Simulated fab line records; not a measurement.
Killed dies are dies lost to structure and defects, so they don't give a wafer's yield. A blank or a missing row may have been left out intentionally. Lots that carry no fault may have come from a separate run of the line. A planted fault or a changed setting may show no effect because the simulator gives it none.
Matching of chambers || flow berkeley cmos170 || UCB170_V2_CMP_02 on cmp-02: 4 sister chambers
The step polishes SiO2. 8 wafers are shown with their chamber, then 7 later ones without.

== WAFERS PAIRED WITH THEIR CHAMBERS ==
{"wafer": "L165.1", "chamber": 2, "motor current A (A)": 16.0, "slurry filter dp kPa (kPa)": 13.53}
{"wafer": "L165.5", "chamber": 3, "motor current A (A)": 14.5, "slurry filter dp kPa (kPa)": 13.36}
{"wafer": "L165.6", "chamber": 0, "motor current A (A)": 21.8, "slurry filter dp kPa (kPa)": 13.40}
{"wafer": "L168.1", "chamber": 1, "motor current A (A)": 17.1, "slurry filter dp kPa (kPa)": 13.54}
{"wafer": "L168.4", "chamber": 2, "motor current A (A)": 16.6, "slurry filter dp kPa (kPa)": 13.69}
{"wafer": "L168.5", "chamber": 1, "motor current A (A)": 16.5, "slurry filter dp kPa (kPa)": 13.39}
{"wafer": "L170.2", "chamber": 0, "motor current A (A)": 21.1, "slurry filter dp kPa (kPa)": 13.61}
{"wafer": "L170.5", "chamber": 3, "motor current A (A)": 14.2, "slurry filter dp kPa (kPa)": 13.48}

== WAFERS WITH NO CHAMBER GIVEN ==
{"wafer": "L170.6", "motor current A (A)": 20.5, "slurry filter dp kPa (kPa)": 13.57}
{"wafer": "L174.2", "motor current A (A)": 17.6, "slurry filter dp kPa (kPa)": 13.33}
{"wafer": "L174.3", "motor current A (A)": 14.2, "slurry filter dp kPa (kPa)": 13.71}
{"wafer": "L174.6", "motor current A (A)": 16.4, "slurry filter dp kPa (kPa)": 13.52}
{"wafer": "L180.2", "motor current A (A)": 21.5, "slurry filter dp kPa (kPa)": 13.53}
{"wafer": "L180.4", "motor current A (A)": 15.4, "slurry filter dp kPa (kPa)": 13.64}
{"wafer": "L180.5", "motor current A (A)": 21.1, "slurry filter dp kPa (kPa)": 13.57}

== WHICH CHAMBER EACH ONE RAN IN ==
{"wafer": "L170.6", "from the rows above": 0, "in truth": 0}
{"wafer": "L174.2", "from the rows above": "can't be placed: 1 or 2", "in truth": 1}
{"wafer": "L174.3", "from the rows above": 3, "in truth": 3}
{"wafer": "L174.6", "from the rows above": "can't be placed: 2 or 1", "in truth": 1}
{"wafer": "L180.2", "from the rows above": 0, "in truth": 0}
{"wafer": "L180.4", "from the rows above": "can't be placed: 2 or 3 or 1", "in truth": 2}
{"wafer": "L180.5", "from the rows above": 0, "in truth": 0}
4 of 7 placed correctly. Can't be placed from these rows: 3 (the true chamber is among the candidates in 3). 0 placed wrongly.
How it was worked out, from the rows above alone: a wafer's distance from a chamber is the root of the sum, over the readings, of the square of ((its reading less the chamber's mean) divided by the reading's scatter). The wafer belongs to the nearest chamber; if the next one is less than 2 further off, it can't be placed. Each chamber's mean is taken over the wafers shown for it. How the scatter is found: for the shown wafers, subtract from each reading the mean of its chamber, square and add these, divide the total by (wafers less chambers), then take the root.
